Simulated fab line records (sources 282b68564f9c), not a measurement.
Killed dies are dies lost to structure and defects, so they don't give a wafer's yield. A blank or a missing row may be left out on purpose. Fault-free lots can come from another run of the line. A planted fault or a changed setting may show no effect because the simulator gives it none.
fab line records    flow rit_cmos
record lots=6  wafers=18  last_day=7
route steps=202 shown REOX@99 NLDD@103 PLDD@114 SPACER@125 NSD@131 M1@202
lots untouched by any fault: they come from a run of this same line in which no faults occurred
start_h: hours from the record's first day to the start of the lot's first wafer shown    wait_h: hours from the lot's prior step to this one    " identical to the entry in the row above    L1.1+2: one row covering several wafers at once    - no value, or no start given    * or withheld: withheld    < > ~ a bound
route shown NAME@n: names a module that has steps shown in the file, with the first one's number in the route    usual: the fault-free wafers' mean and standard deviation    same: alike in all rows    chamber/n: place in a boat    sites: readings site by site    _std_site: standard deviation across them    _edge_site: the outer-site mean with the inner-site mean subtracted    radius_mm: how far each site lies from the wafer's centre    mask NAME#n: copy n    behind: the tool/chamber that last shaped the wafer    hold: why the lot was held/for how many hours/how that ended    device: the transistor (n, p or np) that didn't switch    end of line: tests run on the same wafers once the route is complete    where a step has no rows: the recipe by itself    killed: at the first sort, the dies lost to defects and structure; wafer yield is something else    map: the dies of a wafer, with x for killed, . for not killed, _ for no die there
set.NAME: the setting the step ran with; set.NAME@STEP: the setting that earlier step ran with    model.NAME: the simulator's own value behind a step, which no gauge read
lots seen at some steps along the route; tables by step, rows by wafer
services: a tool's chamber out of use, with start hour (start_h, from the record's first day; less than 0 if before it), hours out, and reason
## steps
# step RIT_REOX_CLEAN_01
# recipe chemistry=dHF  dilution=50:1  time_s=30
# step RIT_REOX_CLEAN_02
# recipe chemistry=SC2  mix=3:3:50  time_s=584.9  temp_c=75  dry=n2_spin
# step RIT_REOX_OXIDATION_03
# recipe temp_c=900  ambient=O2  target_thk_a=252  ox_time_s=5580
# step RIT_REOX_THK_MEAS_04
# recipe reads=SiO2_of_REOX_OXIDATION_03
# usual REOX_OXIDE_THK=25.3/0.41
lot.wafer  tool           chamber  start_h  wait_h  REOX_OXIDE_THK[nm]
L525.1     film_metro-04  -        57.32    0.0     25.7
L525.2     "              -        "        "       25.7
L525.6     "              -        "        "       25.7
L527.4     film_metro-03  -        69.21    0.0     25.1
L527.5     "              -        "        "       25.4
L527.6     "              -        "        "       26.1
L535.3     film_metro-03  -        111.49   0.0     25.1
L535.4     "              -        "        "       24.8
L535.5     "              -        "        "       25.4
L537.2     film_metro-01  -        126.62   0.0     25.3
L537.3     "              -        "        "       25.4
L537.4     "              -        "        "       25.6
L539.2     film_metro-01  -        129.56   0.0     24.7
L539.4     "              -        "        "       24.6
L539.6     "              -        "        "       24.7
L544.1     film_metro-03  -        151.03   0.0     25.6
L544.3     "              -        "        "       26.0
L544.4     "              -        "        "       26.0
# step RIT_NLDD_HMDS_00
# recipe prime_time_s=60  prime_temp_c=140
# step RIT_NLDD_COAT_01
# recipe resist=NOVOLAK  spin_rpm=3250  resist_thk_nm=1000
# step RIT_NLDD_SOFTBAKE_02
# recipe resist=NOVOLAK  temp_c=90  time_s=60
# step RIT_NLDD_EXPOSE_03
# recipe mask_id=M7  na=0.57  target_cd_nm=40700  dose_mj=250
# step RIT_NLDD_PEB_04
# recipe resist=NOVOLAK  temp_c=withheld  time_s=withheld
# step RIT_NLDD_DEVELOP_05
# recipe resist=NOVOLAK  develop_time_s=50  dev_temp_c=23
# step RIT_NLDD_OVL_MEAS_06
# usual NLDD_OVL=-0.2/1.3
lot.wafer  tool        chamber  start_h  wait_h  NLDD_OVL[nm]
L525.1     overlay-01  -        58.23    -       1.9
L525.2     "           -        "        "       1.4
L525.6     "           -        "        "       0.3
L527.4     overlay-01  -        70.11    -       0.5
L527.5     "           -        "        "       -0.9
L527.6     "           -        "        "       -0.6
L535.3     overlay-02  -        112.39   -       -0.5
L535.4     "           -        "        "       1.3
L535.5     "           -        "        "       -0.9
L537.2     overlay-02  -        127.65   -       -1.8
L537.3     "           -        "        "       -2.2
L537.4     "           -        "        "       -1.6
L539.2     overlay-01  -        130.59   -       1.4
L539.4     "           -        "        "       2.6
L539.6     "           -        "        "       0.4
L544.1     overlay-02  -        151.94   -       -2.2
L544.3     "           -        "        "       0.2
L544.4     "           -        "        "       -1.4
# step RIT_NLDD_HARDBAKE_07
# recipe resist=NOVOLAK  temp_c=140  time_s=60
# step RIT_NLDD_IMPLANT_08
# recipe species=P  energy_kev=20  dose_cm2=5e+14  tilt_deg=6.717
# usual dose_ions_cm2=5.001e+14/5e+11  faraday_current_uA=1570/30
lot.wafer  tool          chamber  start_h  wait_h  dose_ions_cm2  faraday_current_uA
L525.1     implanter-04  0        58.42    0.1     4.995e+14      1575
L525.2     "             0        "        "       5e+14          1626
L525.6     "             0        "        "       4.999e+14      1565
L527.4     implanter-04  0        70.35    0.1     5.008e+14      1549
L527.5     "             0        "        "       4.993e+14      1522
L527.6     "             0        "        "       5.001e+14      1578
L535.3     implanter-04  0        112.61   0.1     7.133e+14      2273
L535.4     "             0        "        "       7.138e+14      2254
L535.5     "             0        "        "       7.137e+14      2280
L537.2     implanter-01  0        127.87   0.1     5.005e+14      1539
L537.3     "             0        "        "       5.001e+14      1542
L537.4     "             0        "        "       4.997e+14      1557
L539.2     implanter-04  0        130.80   0.1     7.132e+14      2223
L539.4     "             0        "        "       7.137e+14      2219
L539.6     "             0        "        "       7.129e+14      2274
L544.1     implanter-02  0        152.13   0.1     5.01e+14       1511
L544.3     "             0        "        "       5.007e+14      1558
L544.4     "             0        "        "       5.009e+14      1572
# step RIT_NLDD_STRIP_09
# recipe chemistry=O2  time_s=180  resist=NOVOLAK  platen_temp_c=withheld  power_w=500  pressure_mtorr=4000  o2_flow_sccm=4000
# usual drypump_motor_current_A=5.77/0.28
lot.wafer  tool             chamber  start_h  wait_h  drypump_motor_current_A  rf_hours_counter_h
L525.1     plasma_asher-04  0        58.57    0.1     6.18                     23
L525.2     "                1        "        "       5.48                     23
L525.6     "                0        "        "       6.17                     -
L527.4     plasma_asher-04  0        70.48    0.1     6.21                     -
L527.5     "                1        "        "       5.50                     -
L527.6     "                0        "        "       6.19                     -
L535.3     plasma_asher-03  0        112.77   0.1     5.86                     -
L535.4     "                1        "        "       5.64                     -
L535.5     "                1        "        "       5.62                     -
L537.2     plasma_asher-03  1        127.99   0.1     5.65                     50
L537.3     "                0        "        "       5.87                     -
L537.4     "                1        "        "       5.67                     -
L539.2     plasma_asher-02  0        130.92   0.1     6.01                     44
L539.4     "                0        "        "       6.03                     -
L539.6     "                0        "        "       6.02                     -
L544.1     plasma_asher-04  1        152.28   0.1     5.48                     37
L544.3     "                1        "        "       5.48                     -
L544.4     "                0        "        "       6.14                     -
# step RIT_NLDD_TW_MEAS_10
# usual NLDD_TW=2476/20
lot.wafer  tool           chamber  start_h  wait_h  NLDD_TW
L525.1     film_metro-01  -        58.74    0.1     2461
L525.2     "              -        "        "       2462
L525.6     "              -        "        "       2471
L527.4     film_metro-01  -        70.63    0.1     2459
L527.5     "              -        "        "       2461
L527.6     "              -        "        "       2467
L535.3     film_metro-02  -        112.91   0.1     2702
L535.4     "              -        "        "       2698
L535.5     "              -        "        "       2670
L537.2     film_metro-01  -        128.18   0.1     2483
L537.3     "              -        "        "       2493
L537.4     "              -        "        "       2501
L539.2     film_metro-01  -        131.11   0.1     2715
L539.4     "              -        "        "       2725
L539.6     "              -        "        "       2731
L544.1     film_metro-02  -        152.45   0.1     2462
L544.3     "              -        "        "       2466
L544.4     "              -        "        "       2479
# step RIT_PLDD_HMDS_00
# recipe prime_time_s=60  prime_temp_c=140
# step RIT_PLDD_COAT_01
# recipe resist=NOVOLAK  spin_rpm=3250  resist_thk_nm=1000
# step RIT_PLDD_SOFTBAKE_02
# recipe resist=NOVOLAK  temp_c=90  time_s=60
# step RIT_PLDD_EXPOSE_03
# recipe mask_id=M8  na=0.57  target_cd_nm=40900  dose_mj=250
# step RIT_PLDD_PEB_04
# recipe resist=NOVOLAK  temp_c=withheld  time_s=withheld
# step RIT_PLDD_DEVELOP_05
# recipe resist=NOVOLAK  develop_time_s=50  dev_temp_c=23
# step RIT_PLDD_OVL_MEAS_06
# usual PLDD_OVL=-0.2/1.6
lot.wafer  tool        chamber  start_h  wait_h  PLDD_OVL[nm]
L525.1     overlay-01  -        59.70    -       0.8
L525.2     "           -        "        "       0.8
L525.6     "           -        "        "       -0.6
L527.4     overlay-01  -        71.53    -       -0.7
L527.5     "           -        "        "       -0.4
L527.6     "           -        "        "       1.1
L535.3     overlay-01  -        113.95   -       -0.3
L535.4     "           -        "        "       0.7
L535.5     "           -        "        "       -0.4
L537.2     overlay-01  -        129.21   -       -3.3
L537.3     "           -        "        "       -5.5
L537.4     "           -        "        "       -3.5
L539.2     overlay-01  -        132.01   -       -0.8
L539.4     "           -        "        "       0.4
L539.6     "           -        "        "       -0.9
L544.1     overlay-01  -        153.63   -       -1.7
L544.3     "           -        "        "       -2.1
L544.4     "           -        "        "       1.2
# step RIT_PLDD_HARDBAKE_07
# recipe resist=NOVOLAK  temp_c=140  time_s=60
# step RIT_PLDD_IMPLANT_08
# recipe species=BF2  energy_kev=20  dose_cm2=9e+14  tilt_deg=7
# step RIT_PLDD_STRIP_09
# recipe chemistry=O2  time_s=180  resist=NOVOLAK  platen_temp_c=withheld  power_w=500  pressure_mtorr=4000  o2_flow_sccm=4000
# usual drypump_motor_current_A=5.9/0.41
lot.wafer  tool             chamber  start_h  wait_h  drypump_motor_current_A  rf_hours_counter_h
L525.1     plasma_asher-04  1        60.03    0.1     5.5                      24
L525.2     "                0        "        "       6.2                      24
L525.6     "                1        "        "       5.5                      -
L527.4     plasma_asher-01  1        71.90    0.1     6.5                      -
L527.5     "                1        "        "       6.5                      -
L527.6     "                0        "        "       5.4                      -
L535.3     plasma_asher-04  0        114.33   0.1     6.2                      -
L535.4     "                1        "        "       5.5                      -
L535.5     "                1        "        "       5.5                      -
L537.2     plasma_asher-01  0        129.67   0.1     5.5                      0
L537.3     "                0        "        "       5.5                      -
L537.4     "                1        "        "       6.5                      -
L539.2     plasma_asher-03  1        132.34   0.1     5.7                      51
L539.4     "                1        "        "       5.7                      -
L539.6     "                1        "        "       5.7                      -
L544.1     plasma_asher-01  1        153.97   0.1     6.5                      3
L544.3     "                0        "        "       5.4                      -
L544.4     "                1        "        "       6.5                      -
# step RIT_PLDD_TW_MEAS_10
# usual PLDD_TW=2342/17
lot.wafer  tool           chamber  start_h  wait_h  PLDD_TW
L525.1     film_metro-02  -        60.21    0.1     2315
L525.2     "              -        "        "       2286
L525.6     "              -        "        "       2311
L527.4     film_metro-01  -        72.05    0.1     2351
L527.5     "              -        "        "       2344
L527.6     "              -        "        "       2338
L535.3     film_metro-04  -        114.47   0.1     2348
L535.4     "              -        "        "       2348
L535.5     "              -        "        "       2353
L537.2     film_metro-04  -        129.85   0.1     2368
L537.3     "              -        "        "       2355
L537.4     "              -        "        "       2371
L539.2     film_metro-04  -        132.53   0.1     2346
L539.4     "              -        "        "       2366
L539.6     "              -        "        "       2364
L544.1     film_metro-02  -        154.14   0.1     2336
L544.3     "              -        "        "       2324
L544.4     "              -        "        "       2327
# step RIT_SPACER_CLEAN_00
# recipe chemistry=SC1  mix=3:3:50  time_s=600  temp_c=75
# step RIT_SPACER_CLEAN_01
# recipe chemistry=dHF  dilution=50:1  time_s=30
# step RIT_SPACER_CLEAN_02
# recipe chemistry=SC2  mix=3:3:50  time_s=600  temp_c=75  dry=n2_spin
# step RIT_SPACER_CVD_03
# recipe material=Si3N4  target_thk_nm=250  temp_c=810  precursor=SiH2Cl2/NH3  time_s=3232  pressure_mtorr=300  sih2cl2_flow_sccm=60  nh3_flow_sccm=150
# step RIT_SPACER_THK_MEAS_04
# recipe reads=Si3N4_of_SPACER_CVD_03
# usual SPACER_NITRIDE_THK=244.1/2.1
lot.wafer  tool           chamber  start_h  wait_h  SPACER_NITRIDE_THK[nm]
L525.1     film_metro-01  -        62.65    0.0     242.0
L525.2     "              -        "        "       242.3
L525.6     "              -        "        "       243.8
L527.4     film_metro-03  -        74.41    0.0     243.6
L527.5     "              -        "        "       243.4
L527.6     "              -        "        "       243.3
L535.3     film_metro-01  -        116.81   0.0     246.6
L535.4     "              -        "        "       247.4
L535.5     "              -        "        "       248.4
L537.2     film_metro-03  -        132.20   0.0     238.5
L537.3     "              -        "        "       242.7
L537.4     "              -        "        "       241.5
L539.2     film_metro-01  -        135.73   0.0     246.3
L539.4     "              -        "        "       246.3
L539.6     "              -        "        "       244.3
L544.1     film_metro-02  -        156.55   0.0     240.8
L544.3     "              -        "        "       242.2
L544.4     "              -        "        "       244.5
# step RIT_SPACER_ETCHBACK_05
# recipe target_depth_a=2500  SF6_flow_sccm=30  CHF3_flow_sccm=30  target=Si3N4  chemistry=SF6/CHF3  pressure_mtorr=40  rf_w=250  time_s=240  stop_on=SiO2
# usual drypump_motor_current_A=5.6/0.4  oes_product_au=0.827/0.013  throttle_valve_pct=10.26/0.15
lot.wafer  tool         chamber  start_h  wait_h  drypump_motor_current_A  oes_product_au  rf_hours_counter_h  throttle_valve_pct
L525.1     rie_diel-03  2        62.71    0.1     6.1                      0.832           163                 10.04
L525.2     "            1        "        "       5.3                      0.813           4                   10.11
L525.6     "            3        "        "       5.7                      0.839           -                   10.27
L527.4     rie_diel-04  2        74.44    0.0     5.8                      0.816           7                   10.60
L527.5     "            3        "        "       5.8                      0.848           -                   10.22
L527.6     "            0        "        "       6.2                      0.840           -                   10.34
L535.3     rie_diel-04  2        116.85   0.0     5.8                      0.826           8                   10.60
L535.4     "            3        "        "       5.9                      0.851           49                  10.19
L535.5     "            3        "        "       5.8                      0.855           -                   10.20
L537.2     rie_diel-04  1        132.25   0.0     4.9                      0.825           119                 10.19
L537.3     "            0        "        "       6.2                      0.827           14                  10.35
L537.4     "            2        "        "       5.8                      0.810           8                   10.59
L539.2     rie_diel-03  0        135.78   0.0     5.3                      0.818           8                   10.40
L539.4     "            1        "        "       5.2                      0.832           6                   10.13
L539.6     "            1        "        "       5.3                      0.823           -                   10.11
L544.1     rie_diel-02  1        156.61   0.1     4.8                      0.818           110                 10.48
L544.3     "            0        "        "       6.0                      0.828           12                  10.15
L544.4     "            3        "        "       5.4                      0.833           74                  10.24
# step RIT_NSD_HMDS_00
# recipe prime_time_s=60  prime_temp_c=140
# step RIT_NSD_COAT_01
# recipe resist=NOVOLAK  spin_rpm=3250  resist_thk_nm=1000
# step RIT_NSD_SOFTBAKE_02
# recipe resist=NOVOLAK  temp_c=90  time_s=60
# step RIT_NSD_EXPOSE_03
# recipe mask_id=M9  na=0.57  target_cd_nm=40700  dose_mj=250
# step RIT_NSD_PEB_04
# recipe resist=NOVOLAK  temp_c=withheld  time_s=withheld
# step RIT_NSD_DEVELOP_05
# recipe resist=NOVOLAK  develop_time_s=50  dev_temp_c=23
# step RIT_NSD_OVL_MEAS_06
# usual NSD_OVL=-0.5/1.2
lot.wafer  tool        chamber  start_h  wait_h  NSD_OVL[nm]
L525.1     overlay-02  -        63.71    -       -0.9
L525.2     "           -        "        "       -0.4
L525.6     "           -        "        "       -2.4
L527.4     overlay-01  -        75.46    -       -1.2
L527.5     "           -        "        "       0.6
L527.6     "           -        "        "       -1.8
L535.3     overlay-01  -        117.99   -       0.5
L535.4     "           -        "        "       0.5
L535.5     "           -        "        "       -0.1
L537.2     overlay-02  -        133.38   -       -0.8
L537.3     "           -        "        "       0.2
L537.4     "           -        "        "       1.2
L539.2     overlay-02  -        136.79   -       -1.4
L539.4     "           -        "        "       1.6
L539.6     "           -        "        "       -0.8
L544.1     overlay-02  -        157.61   -       1.7
L544.3     "           -        "        "       1.4
L544.4     "           -        "        "       -0.2
# step RIT_NSD_HARDBAKE_07
# recipe resist=NOVOLAK  temp_c=140  time_s=60
# step RIT_NSD_IMPLANT_08
# recipe species=P  energy_kev=25  dose_cm2=1e+15  tilt_deg=6.664
# step RIT_NSD_STRIP_09
# recipe chemistry=O2  time_s=180  resist=NOVOLAK  platen_temp_c=withheld  power_w=500  pressure_mtorr=4000  o2_flow_sccm=4000
# usual drypump_motor_current_A=5.8/0.38
lot.wafer  tool             chamber  start_h  wait_h  drypump_motor_current_A  rf_hours_counter_h
L525.1     plasma_asher-03  0        64.05    0.1     5.9                      43
L525.2     "                1        "        "       5.7                      43
L525.6     "                0        "        "       5.9                      -
L527.4     plasma_asher-03  0        75.84    0.1     5.8                      -
L527.5     "                0        "        "       5.8                      -
L527.6     "                1        "        "       5.7                      -
L535.3     plasma_asher-03  0        118.37   0.1     5.9                      -
L535.4     "                1        "        "       5.6                      -
L535.5     "                0        "        "       5.8                      -
L537.2     plasma_asher-01  1        133.71   0.1     6.5                      1
L537.3     "                0        "        "       5.4                      -
L537.4     "                1        "        "       6.5                      -
L539.2     plasma_asher-02  1        137.12   0.1     5.4                      45
L539.4     "                1        "        "       5.4                      -
L539.6     "                1        "        "       5.4                      -
L544.1     plasma_asher-02  0        157.94   0.1     6.0                      47
L544.3     "                0        "        "       6.1                      -
L544.4     "                1        "        "       5.5                      -
# step RIT_SDANNEAL_RS_MEAS_07
# recipe thk_meas_gauge=four-point-probe
# usual NLDD_RS=151.6/0.57
lot.wafer  tool           chamber  start_h  wait_h  NLDD_RS[ohm/sq]
L525.1     film_metro-04  -        66.99    0.1     150.9
L525.2     "              -        "        "       150.5
L525.6     "              -        "        "       150.8
L527.4     film_metro-01  -        78.43    0.1     151.3
L527.5     "              -        "        "       151.1
L527.6     "              -        "        "       151.2
L535.3     film_metro-02  -        120.92   0.1     113.9
L535.4     "              -        "        "       113.7
L535.5     "              -        "        "       113.9
L537.2     film_metro-04  -        136.64   0.1     151.2
L537.3     "              -        "        "       151.6
L537.4     "              -        "        "       151.8
L539.2     film_metro-02  -        139.58   0.1     113.8
L539.4     "              -        "        "       113.7
L539.6     "              -        "        "       113.7
L544.1     film_metro-04  -        160.53   0.1     150.6
L544.3     "              -        "        "       150.5
L544.4     "              -        "        "       150.3
# step RIT_M1_PROBE_99
# usual killed_at_M0_to_M3=0.0/0.2  killed_at_contacts=0.0/0.2  killed_at_front_end=6.8/2.9  killed_dies=6.8/2.9  killed_open=3.3/1.9  killed_short=3.5/2
# same gross_dies=264  killed_at_M4_up=0  killed_at_back_side=0  killed_at_other=0
lot.wafer  tool       chamber  start_h  wait_h  killed_at_M0_to_M3  killed_at_contacts  killed_at_front_end  killed_dies  killed_open  killed_short  model.etest.nmos_0p3.r_on_ohm_um  model.etest.nmos_0p15.r_on_ohm_um  model.etest.nldd.rs_ohm_sq  model.etest.nmos_turned.drive_ua_um  model.etest.nmos_0p15.drive_ua_um  model.etest.nldd.line_ohm_um  model.etest.nmos_0p3.drive_ua_um  model.etest.nmos_narrow.drive_ua_um
L525.1     prober-01  -        73.92    0.1     0                   0                   8                    8            6            2             2101                              1136                               412.9                       337.6                                488.3                              129.6                         242.6                             243.2
L525.2     prober-01  -        73.97    0.1     0                   0                   6                    6            4            2             2126                              1134                               409                         335.2                                482.6                              128.3                         236.8                             239.6
L525.6     prober-01  -        74.17    0.2     0                   0                   8                    8            4            4             2117                              1110                               409.7                       330.8                                483.9                              128.3                         236.8                             234
L527.4     prober-01  -        87.95    0.2     0                   0                   5                    5            2            3             2184                              1155                               388.2                       329.1                                468.2                              121.4                         229.3                             228
L527.5     prober-01  -        88.00    0.2     0                   0                   9                    9            4            5             2141                              1098                               392.2                       336.5                                486.3                              123.8                         230.8                             230.2
L527.6     prober-01  -        88.05    0.2     0                   0                   6                    6            3            3             2171                              1151                               403.2                       320.1                                474.6                              128.6                         230.1                             232
L535.3     prober-01  -        129.64   0.2     0                   0                   3                    3            1            2             1905                              936.5                              274.5                       450.9                                566.9                              87.2                          254.4                             249.8
L535.4     prober-01  -        129.69   0.2     0                   0                   11                   11           5            5             1903                              925.2                              269.1                       444.4                                562.1                              84.74                         255                               249.1
L535.5     prober-01  -        129.74   0.2     0                   0                   8                    8            5            3             1910                              915                                278.3                       441                                  561.4                              89.01                         253.7                             248.8
L537.2     prober-01  -        143.81   0.1     0                   0                   7                    7            3            4             2106                              1098                               368.9                       365.3                                499.7                              116.3                         239.7                             240.1
L537.3     prober-01  -        143.86   0.2     0                   0                   4                    4            3            0             2118                              1138                               371.3                       350.6                                484.4                              116.6                         233.3                             233.8
L537.4     prober-01  -        143.91   0.2     0                   1                   4                    5            2            3             2156                              1138                               373.1                       350.5                                479.3                              119.5                         230.7                             229.3
L539.2     prober-01  -        147.07   0.1     0                   0                   4                    4            0            4             1943                              927.9                              271                         445.5                                562.1                              82.82                         246.2                             257.8
L539.4     prober-01  -        147.17   0.2     0                   0                   5                    5            3            2             1953                              937.5                              268.6                       429.1                                541.4                              83.93                         240.9                             243.7
L539.6     prober-01  -        147.27   0.2     0                   0                   9                    9            5            4             1933                              937.7                              267                         441.2                                547.8                              84.84                         246.8                             252.6
L544.1     prober-02  -        169.17   0.1     0                   0                   6                    6            5            1             2131                              1125                               381.4                       333.5                                464.9                              120.4                         230.4                             228.2
L544.3     prober-02  -        169.27   0.2     0                   0                   7                    7            5            2             2097                              1128                               384.5                       333.2                                477.6                              122                           234                               234.6
L544.4     prober-02  -        169.32   0.2     1                   0                   9                    10           2            8             2088                              1115                               385.3                       333.9                                478.6                              125.7                         232.2                             227.5
# killed by level:class
L525.1 GATE:geometric_particle:open=2 GATE:geometric_particle:short=2 REOX:geometric_particle:open=2 SPACER:geometric_particle:open=1 SILICIDE:geometric_particle:open=1
L525.2 SPACER:geometric_particle:open=2 GATE:geometric_particle:open=1 GATE:geometric_particle:short=1 SPACER:geometric_particle:short=1 SILICIDE:geometric_particle:open=1
L525.6 GATE:geometric_particle:short=3 GATE:geometric_particle:open=2 FOX1:geometric_particle:open=1 SPACER:geometric_particle:open=1 SPACER:geometric_particle:short=1
L527.4 GATE:geometric_particle:open=2 FOX1:geometric_particle:short=1 REOX:geometric_particle:short=1 SILICIDE:geometric_particle:short=1
L527.5 GATE:geometric_particle:short=3 FOX1:geometric_particle:short=1 FOX1:geometric_particle:open=1 REOX:geometric_particle:open=1 REOX:geometric_particle:short=1 SPACER:geometric_particle:open=1 SILICIDE:geometric_particle:open=1
L527.6 FOX2:geometric_particle:short=2 GATE:geometric_particle:open=2 SILICIDE:geometric_particle:open=1 SILICIDE:geometric_particle:short=1
L535.3 FOX1:geometric_particle:short=1 FOX2:geometric_particle:open=1 REOX:geometric_particle:short=1
L535.4 GATE:geometric_particle:open=4 GATE:geometric_particle:short=2 FOX1:geometric_particle:short=1 SPACER:geometric_particle:short=1 SILICIDE:geometric_particle:short=1 SILICIDE:geometric_particle:open=1 PRETRO:coat_microbubble_printed=1
L535.5 SPACER:geometric_particle:open=2 FOX1:geometric_particle:short=1 GATE:geometric_particle:open=1 GATE:geometric_particle:short=1 REOX:geometric_particle:open=1 SPACER:geometric_particle:short=1 SILICIDE:geometric_particle:open=1
L537.2 FOX1:geometric_particle:short=2 FOX1:geometric_particle:open=1 GATE:geometric_particle:open=1 REOX:geometric_particle:open=1 SPACER:geometric_particle:short=1 SILICIDE:geometric_particle:short=1
L537.3 GATE:geometric_particle:open=2 SPACER:geometric_particle:open=1 NWELL:coat_microbubble_printed=1
L537.4 FOX1:geometric_particle:short=2 FOX1:geometric_particle:open=1 REOX:geometric_particle:short=1 CONTACT:geometric_particle:open=1
L539.2 FOX2:geometric_particle:short=1 GATE:geometric_particle:short=1 SPACER:geometric_particle:short=1 SILICIDE:geometric_particle:short=1
L539.4 FOX1:geometric_particle:short=1 FOX1:geometric_particle:open=1 GATE:geometric_particle:open=1 SPACER:geometric_particle:short=1 SILICIDE:geometric_particle:open=1
L539.6 SPACER:geometric_particle:open=2 FOX1:geometric_particle:open=1 FOX2:geometric_particle:short=1 REOX:geometric_particle:open=1 SPACER:geometric_particle:short=1 SILICIDE:geometric_particle:open=1 SILICIDE:geometric_particle:short=1 STARTING-WAFER:geometric_particle:short=1
L544.1 FOX1:geometric_particle:open=3 GATE:geometric_particle:open=2 GATE:geometric_particle:short=1
L544.3 GATE:geometric_particle:short=2 GATE:geometric_particle:open=2 FOX1:geometric_particle:open=1 REOX:geometric_particle:open=1 SILICIDE:geometric_particle:open=1
L544.4 FOX1:geometric_particle:short=2 REOX:geometric_particle:short=2 SILICIDE:geometric_particle:short=2 FOX1:geometric_particle:open=1 GATE:geometric_particle:open=1 GATE:geometric_particle:short=1 M1:geometric_particle:short=1
## services
tool             chamber  start_h  hours  kind
rie_diel-04      -        47.35    2.8    pm
implanter-01     -        61.65    3.8    repair
rie_diel-03      -        72.23    0.4    repair
plasma_asher-02  -        72.88    49.5   pm
rie_diel-03      2        76.22    -      clean
rie_diel-03      2        76.22    24.6   scheduled_down
rie_diel-03      2        76.22    24.6   vent_cycle
implanter-02     -        86.02    6.0    pm
plasma_asher-03  -        91.42    15.0   pm
implanter-04     -        92.01    0.7    repair
rie_diel-03      3        100.78   -      clean
rie_diel-03      3        100.78   16.7   scheduled_down
rie_diel-03      0        103.13   20.8   repair
plasma_asher-01  -        106.39   14.1   pm
implanter-01     -        107.75   3.4    repair
rie_diel-04      2        109.09   2.8    repair
plasma_asher-01  -        120.52   9.0    pm
plasma_asher-01  0        120.52   9.0    vent_cycle
plasma_asher-01  1        120.52   9.0    vent_cycle
plasma_asher-02  -        122.41   2.8    pm
plasma_asher-01  0        129.52   -      clean
plasma_asher-01  1        129.52   -      clean
rie_diel-03      -        132.29   0.1    repair
implanter-01     -        139.18   1.2    repair
## key
first_sign step=RIT_NLDD_IMPLANT_08  reading=dose_ions_cm2  direction=up  sigmas=99+  usual=5.001e+14  struck=7.134e+14
effect step=RIT_NLDD_IMPLANT_08  reading=faraday_current_uA  direction=up  sigmas=22  usual=1570  struck=2254
effect step=RIT_NLDD_TW_MEAS_10  reading=NLDD_TW  direction=up  sigmas=12  usual=2476  struck=2707
effect step=RIT_SDANNEAL_RS_MEAS_07  reading=NLDD_RS  direction=down  sigmas=66  usual=151.6  struck=113.8
model_effect step=RIT_M1_PROBE_99  value=etest.nmos_0p3.r_on_ohm_um  without=2073  struck=1925
met_at RIT_NLDD_IMPLANT_08
struck_wafers L535.3,L535.4,L535.5,L539.2,L539.4,L539.6
tester_left_out L535,L539
onset_between 70.35 112.61
fault kind=process_parameter_drift  tool=implanter-04  chamber=-  onset_h=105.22  steps=RIT_NLDD_IMPLANT_08  channel=dose_cm2  offset=2.1333e+14  shape=step  end_h=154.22  acts_in=these_recipes_only  stated=5e+14
# tester_left_out: of these lots the tester's yield and bins aren't shown, on N5 and GAA mostly nor the transistor test; their killed dies are dies lost to structure and defects alone, not to doping, threshold or leakage, so they don't give the yield
